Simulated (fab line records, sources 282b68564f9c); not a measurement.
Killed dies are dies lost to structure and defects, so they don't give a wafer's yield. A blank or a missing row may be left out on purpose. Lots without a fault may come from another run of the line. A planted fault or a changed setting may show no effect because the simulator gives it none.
A struck lot beside a sound one | flow rit_cmos | 41 steps out of a route of 202
Sound: wafers L145.4, L145.5, L145.6. Struck: wafers L158.2, L158.4, L158.6. The cause comes at the end.
At each step with rows: each side's tool, then ch and its chambers, then its first start. Under that, the readings that differ: sound wafers | struck wafers | difference of the means | sigmas: that difference in standard deviations of wafers without a fault.
alike: readings whose means differ by less than 2 such deviations, and words and numbers that are the same on both sides. not compared: withheld readings, readings that some wafer has no value for, bounds like >300 that may hide the same value, and numbers for which the record gives no deviation and whose values overlap.
The two part at a step that has a row with sigmas, a row that says differs or no value, or rows on one side only. Numbers that don't overlap but have no deviation are shown without sigmas and don't part them. A reading that every wafer of one side lacks parts them only if that side has two wafers or more.

RIT_ACTIVE_ETCH_13: etches Si3N4 in SF6, stops on SiO2, time 210 s, target depth 210 nm.
  sound on rie_diel-01 ch 0,1, day 3 03:40; struck on rie_diel-03 ch 2,3, day 5 22:01
  reading                        | sound                | struck               | difference | sigmas
  chamber_pressure_mTorr (mTorr) | 260.13 260.57 260.19 | 259.72 259.58 259.73 | -0.62      | -2
  alike: SF6_flow_sccm, drypump_motor_current_A, oes_product_au, throttle_valve_pct
  not compared: rf_hours_counter_h
RIT_ACTIVE_STRIP_14: strips in O2, time 180 s.
  sound on plasma_asher-02 ch 0,1, day 3 03:52; struck on plasma_asher-01 ch 0,1, day 5 22:13
  alike: drypump_motor_current_A
  not compared: rf_hours_counter_h
RIT_ACTIVE_CD_MEAS_90: target cd 1400 nm.
  sound on cd_sem-01, day 3 04:02; struck on cd_sem-01, day 5 22:24
  alike: cd_nm
then, 4 steps without rows for these wafers: RIT_ACTIVE_CLEAN_15 (cleans in SC1, time 600 s); RIT_ACTIVE_CLEAN_16 (cleans in dHF, time 30 s); RIT_ACTIVE_CLEAN_17 (cleans in SC2, time 600 s); RIT_FOX1_OXIDATION_00 (target thk 350.7 nm, ox time 1130 s).
RIT_FOX1_THK_MEAS_01:
  sound on film_metro-04, day 3 05:49; struck on film_metro-01, day 6 04:11
  alike: FOX1_OXIDE_THK
then, 2 steps without rows for these wafers: RIT_FOX1_WET_ETCH_02 (etches SiO2 in BOE, target depth 350 nm, time 390 s); RIT_FOX2_OXIDATION_00 (target thk 350.7 nm, ox time 1130 s).
RIT_FOX2_THK_MEAS_01:
  sound on film_metro-01, day 3 07:19; struck on film_metro-01, day 6 11:48
  alike: FOX2_OXIDE_THK
then, 1 step without rows for these wafers: RIT_FOX2_CLEAN_02 (cleans in dHF, time 180 s).
RIT_FOX2_WET_ETCH_03: etches Si3N4 in H3PO4, target depth 195 nm, time 2700 s.
  sound on wet_bench-02 ch 2, day 3 07:24; struck on wet_bench-01 ch 0, day 6 11:55
  no value came back on the struck wafers for bath_guard_temp_C (C), bath_heat_duty_pct (%); on the sound wafers bath_guard_temp_C (C) reads 164.9 164.5 164.9
  reading                                       | sound             | struck            | difference | sigmas
  model.Si3N4_of_ACTIVE_CVD_03.thk_nm (nm)      | 0 0 0             | 130.9 131.6 130.9 | +131.1     |
  model.SiO2_of_FOX2_OXIDATION_00.thk_nm (nm)   | 323.7 324.6 319.6 | 331.7 336.4 335.3 | +11.8      |
  model.SiO2_of_ACTIVE_OXIDATION_01.thk_nm (nm) | 39.92 40.76 41.42 | 44.86 44.53 46.7  | +4.66      |
then, 6 steps without rows for these wafers: RIT_NWELL_HMDS_00 (prime time 60 s); RIT_NWELL_COAT_01 (resist thk 1300 nm); RIT_NWELL_SOFTBAKE_02 (time 60 s); RIT_NWELL_EXPOSE_03 (exposes mask M2, target cd 43900 nm); RIT_NWELL_PEB_04; RIT_NWELL_DEVELOP_05 (develop time 68 s).
RIT_NWELL_OVL_MEAS_06:
  sound on overlay-02, day 3 09:11; struck on overlay-02, day 6 13:49
  alike: NWELL_OVL
then, 2 steps without rows for these wafers: RIT_NWELL_HARDBAKE_07 (time 120 s); RIT_NWELL_IMPLANT_08.
RIT_NWELL_STRIP_09: strips in O2, time 180 s.
  sound on plasma_asher-03 ch 0,1, day 3 09:40; struck on plasma_asher-03 ch 0,1, day 6 14:15
  alike: drypump_motor_current_A
  not compared: rf_hours_counter_h
RIT_NWELL_TW_MEAS_10:
  sound on film_metro-04, day 3 09:49; struck on film_metro-04, day 6 14:26
  alike: NWELL_TW
then, 6 steps without rows for these wafers: RIT_PWELL_HMDS_00 (prime time 60 s); RIT_PWELL_COAT_01 (resist thk 1300 nm); RIT_PWELL_SOFTBAKE_02 (time 60 s); RIT_PWELL_EXPOSE_03 (exposes mask M3, target cd 43700 nm); RIT_PWELL_PEB_04; RIT_PWELL_DEVELOP_05 (develop time 68 s).
RIT_PWELL_OVL_MEAS_06:
  sound on overlay-02, day 3 10:52; struck on overlay-01, day 6 15:22
  alike: PWELL_OVL
then, 2 steps without rows for these wafers: RIT_PWELL_HARDBAKE_07 (time 120 s); RIT_PWELL_IMPLANT_08.
RIT_PWELL_STRIP_09: strips in O2, time 180 s.
  sound on plasma_asher-03 ch 0,1, day 3 11:20; struck on plasma_asher-02 ch 1, day 6 15:48
  alike: drypump_motor_current_A
  not compared: rf_hours_counter_h
RIT_PWELL_TW_MEAS_10:
  sound on film_metro-04, day 3 11:29; struck on film_metro-04, day 6 15:59
  alike: PWELL_TW
then, 4 steps without rows for these wafers: RIT_WELLDRIVE_ANNEAL_00 (time 14700 s); RIT_NRETRO_HMDS_00 (prime time 60 s); RIT_NRETRO_COAT_01 (resist thk 1300 nm); RIT_NRETRO_SOFTBAKE_02 (time 60 s).
RIT_GATE_CLEAN_04: cleans in dHF, time 60 s.
  sound on wet_bench-04 ch 2, day 3 21:25; struck on wet_bench-03 ch 1, day 7 04:43
  reading                                     | sound             | struck            | difference | sigmas
  model.SiO2_of_FOX2_OXIDATION_00.thk_nm (nm) | 255.7 256.6 251.6 | 264.8 269.5 268.2 | +12.9      |
RIT_M1_PROBE_99:
  sound on prober-02, day 5 02:23; struck on prober-01, day 8 12:28
  reading             | sound   | struck      | difference | sigmas
  killed_at_front_end | 13 5 11 | 264 264 264 | +254       | +82
  killed_dies         | 13 5 11 | 264 264 264 | +254       | +82
  killed_on_rim       | 4 2 6   | 70 70 70    | +66        | +51
  alike: killed_at_contacts, killed_open, killed_short

WHERE THEY PART
First at RIT_ACTIVE_ETCH_13; last, within this record, at RIT_M1_PROBE_99.

WHY: what the simulator had put in
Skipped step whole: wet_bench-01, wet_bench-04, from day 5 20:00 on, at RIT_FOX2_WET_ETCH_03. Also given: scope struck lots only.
